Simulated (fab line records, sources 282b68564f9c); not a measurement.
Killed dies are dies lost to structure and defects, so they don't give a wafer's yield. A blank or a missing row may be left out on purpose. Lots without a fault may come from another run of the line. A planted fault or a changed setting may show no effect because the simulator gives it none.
A struck lot beside a sound one | flow rit_cmos | 43 steps out of a route of 202
Sound: wafers L443.1, L443.2, L443.3. Struck: wafer L455.3. (L455.2, L455.5 of the same lot were not struck and are left out.) The cause comes at the end.
At each step with rows: each side's tool, then ch and its chambers, then its first start. Under that, the readings that differ: sound wafers | struck wafers | difference of the means | sigmas: that difference in standard deviations of wafers without a fault.
alike: readings whose means differ by less than 2 such deviations, and words and numbers that are the same on both sides. not compared: withheld readings, readings that some wafer has no value for, bounds like >300 that may hide the same value, and numbers for which the record gives no deviation and whose values overlap.
The two part at a step that has a row with sigmas, a row that says differs or no value, or rows on one side only. Numbers that don't overlap but have no deviation are shown without sigmas and don't part them. A reading that every wafer of one side lacks parts them only if that side has two wafers or more.

RIT_SDANNEAL_RTA_03: time 5 s.
  sound on rtp_anneal-02 ch 0, day 5 17:58; struck on rtp_anneal-02 ch 0, day 7 03:41
  alike: chamber_o2_ppm, wafer_temp_C_max
RIT_SDANNEAL_RS_MEAS_04: measures by four-point-probe.
  sound on film_metro-02, day 5 18:02; struck on film_metro-01, day 7 03:45
  alike: PSD_RS
RIT_SDANNEAL_RS_MEAS_05: measures by four-point-probe.
  sound on film_metro-02, day 5 18:09; struck on film_metro-01, day 7 03:52
  reading         | sound             | struck | difference | sigmas
  NSD_RS (ohm/sq) | 84.71 84.47 84.68 | 84.00  | -0.62      | -2
RIT_SDANNEAL_RS_MEAS_06: measures by four-point-probe.
  sound on film_metro-02, day 5 18:16; struck on film_metro-01, day 7 03:59
  reading          | sound             | struck | difference | sigmas
  PLDD_RS (ohm/sq) | 178.6 179.0 178.9 | 177.6  | -1.2       | -2
RIT_SDANNEAL_RS_MEAS_07: measures by four-point-probe.
  sound on film_metro-02, day 5 18:23; struck on film_metro-01, day 7 04:07
  alike: NLDD_RS
then, 1 step without rows for these wafers: RIT_SILICIDE_WET_ETCH_00 (etches SiO2 in BOE, target depth 14 nm, time 15 s).
RIT_SILICIDE_SPUTTER_01: material Ti, target thk 30 nm, time 240 s.
  sound on pvd_sputter-04, day 5 18:31; struck on pvd_sputter-01, day 7 04:13
  alike: cathode_dc_power_W, chamber_pressure_pa, throttle_valve_pct
RIT_SILICIDE_RS_MEAS_02: measures by four-point-probe.
  sound on film_metro-04, day 5 18:40; struck on film_metro-03, day 7 04:23
  alike: SILICIDE_TI_RS
RIT_SILICIDE_THK_MEAS_03: measures by xrf.
  sound on film_metro-04, day 5 18:47; struck on film_metro-03, day 7 04:30
  alike: SILICIDE_TI_THK
RIT_SILICIDE_RTA_04: time 10 s, ramp up 5 s, ramp down 5 s.
  sound on rtp_anneal-01 ch 0, day 5 18:51; struck on rtp_anneal-01 ch 0, day 7 04:34
  alike: chamber_o2_ppm, wafer_temp_C_max
then, 1 step without rows for these wafers: RIT_SILICIDE_WET_ETCH_05 (etches Ti in SPM, time 120 s).
RIT_SILICIDE_RTA_06: time 10 s, ramp up 5 s, ramp down 10 s.
  sound on rtp_anneal-02 ch 0, day 5 18:58; struck on rtp_anneal-02 ch 0, day 7 04:40
  alike: chamber_o2_ppm, wafer_temp_C_max
RIT_CONTACT_CVD_00: deposits SiO2 from TEOS, target thk 400 nm, time 61 s.
  sound on pecvd-04 ch 0,1,2, day 5 19:02; struck on pecvd-03 ch 1, day 7 04:44
  reading                                  | sound             | struck | difference | sigmas
  model.SiO2_of_CONTACT_CVD_00.thk_nm (nm) | 398.3 392.3 397.6 | 447.7  | +51.6      |
  alike: heater_power_w, susceptor_temp_C
RIT_CONTACT_THK_MEAS_01:
  sound on film_metro-02, day 5 19:07; struck on film_metro-04, day 7 04:49
  reading               | sound       | struck | difference | sigmas
  CONTACT_TEOS_THK (nm) | 398 392 397 | 447    | +51        | +10
then, 6 steps without rows for these wafers: RIT_CONTACT_HMDS_02 (prime time 60 s); RIT_CONTACT_COAT_03 (resist thk 1000 nm); RIT_CONTACT_SOFTBAKE_04 (time 60 s); RIT_CONTACT_EXPOSE_05 (exposes mask M11, target cd 1000 nm); RIT_CONTACT_PEB_06; RIT_CONTACT_DEVELOP_07 (develop time 120 s).
RIT_CONTACT_CD_MEAS_08: target cd 1000 nm.
  sound on cd_sem-02, day 6 00:34; struck on cd_sem-01, day 7 05:58
  alike: cd_nm
RIT_CONTACT_OVL_MEAS_09:
  sound on overlay-02, day 6 00:41; struck on overlay-01, day 7 06:05
  alike: CONTACT_OVL
then, 1 step without rows for these wafers: RIT_CONTACT_HARDBAKE_10 (time 60 s).
RIT_CONTACT_ETCH_11: etches SiO2 in CHF3/CF4/Ar, stops on TiSi2, target depth 480 nm, time 320 s.
  sound on rie_diel-01 ch 1,2,3, day 6 01:07; struck on rie_diel-04 ch 3, day 7 06:16
  reading                             | sound             | struck | difference | sigmas
  model.CONTACT.feature_depth_nm (nm) | 398.3 392.3 397.6 | 447.7  | +51.6      |
  model.etch.depth_nm (nm)            | 398.3 392.3 397.6 | 447.7  | +51.6      |
  alike: drypump_motor_current_A, oes_product_au, throttle_valve_pct
  not compared: rf_hours_counter_h
then, 1 step without rows for these wafers: RIT_CONTACT_STRIP_12 (strips in O2, time 180 s).
RIT_CONTACT_CD_MEAS_90: target cd 1000 nm.
  sound on cd_sem-01, day 6 01:29; struck on cd_sem-02, day 7 06:38
  alike: cd_nm
then, 2 steps without rows for these wafers: RIT_CONTACT_CLEAN_13 (cleans in SC1, time 600 s); RIT_CONTACT_CLEAN_14 (cleans in SC2, time 600 s).
RIT_M1_SPUTTER_00: material Al, target thk 400 nm, time 500 s.
  sound on pvd_sputter-04, day 6 01:58; struck on pvd_sputter-03, day 7 07:05
  alike: cathode_dc_power_W, chamber_pressure_pa, throttle_valve_pct
RIT_M1_RS_MEAS_01: measures by four-point-probe.
  sound on film_metro-01, day 6 02:15; struck on film_metro-03, day 7 07:25
  alike: M1_AL_RS
RIT_M1_THK_MEAS_02: measures by xrf.
  sound on film_metro-01, day 6 02:22; struck on film_metro-03, day 7 07:31
  alike: M1_AL_THK
then, 6 steps without rows for these wafers: RIT_M1_HMDS_03 (prime time 60 s); RIT_M1_COAT_04 (resist thk 1300 nm); RIT_M1_SOFTBAKE_05 (time 60 s); RIT_M1_EXPOSE_06 (exposes mask M12, target cd 2600 nm); RIT_M1_PEB_07; RIT_M1_DEVELOP_08 (develop time 68 s).
RIT_M1_CD_MEAS_09: target cd 2600 nm.
  sound on cd_sem-02, day 6 04:12; struck on cd_sem-01, day 7 08:35
  reading    | sound                | struck | difference | sigmas
  cd_nm (nm) | 2599.4 2598.1 2599.9 | 2593.4 | -5.7       | -3
RIT_M1_OVL_MEAS_10:
  sound on overlay-01, day 6 04:19; struck on overlay-02, day 7 08:42
  alike: M1_OVL
then, 1 step without rows for these wafers: RIT_M1_HARDBAKE_11 (time 120 s).
RIT_M1_METAL_ETCH_12: etches Al in Cl2/BCl3, stops on SiO2, time 165 s, target depth 600 nm.
  sound on rie_metal-03 ch 0,1, day 6 04:46; struck on rie_metal-03 ch 1, day 7 09:07
  reading                                  | sound             | struck | difference | sigmas
  model.SiO2_of_CONTACT_CVD_00.thk_nm (nm) | 363.2 354.5 362.4 | 412.8  | +52.8      |
  alike: drypump_motor_current_A, oes_product_au, throttle_valve_pct
  not compared: rf_hours_counter_h
then, 1 step without rows for these wafers: RIT_M1_STRIP_13 (strips in nmp, time 600 s).
RIT_M1_PROBE_99:
  sound on prober-02, day 6 08:16; struck on prober-02, day 7 12:20
  reading                                    | sound                       | struck    | difference | sigmas
  model.etest.field_p_metal.vt_v (V)         | -29.24 -28.59 -29.99        | -31.47    | -2.20      |
  model.etest.antenna_contact.vt_shift_v (V) | -0.01071 -0.01029 -0.007908 | -0.003947 | +0.005689  |

WHERE THEY PART
First at RIT_SDANNEAL_RS_MEAS_05; last, within this record, at RIT_M1_CD_MEAS_09. Later steps at which nothing parts them and some readings are alike: RIT_M1_OVL_MEAS_10, RIT_M1_METAL_ETCH_12.

WHY: what the simulator had put in
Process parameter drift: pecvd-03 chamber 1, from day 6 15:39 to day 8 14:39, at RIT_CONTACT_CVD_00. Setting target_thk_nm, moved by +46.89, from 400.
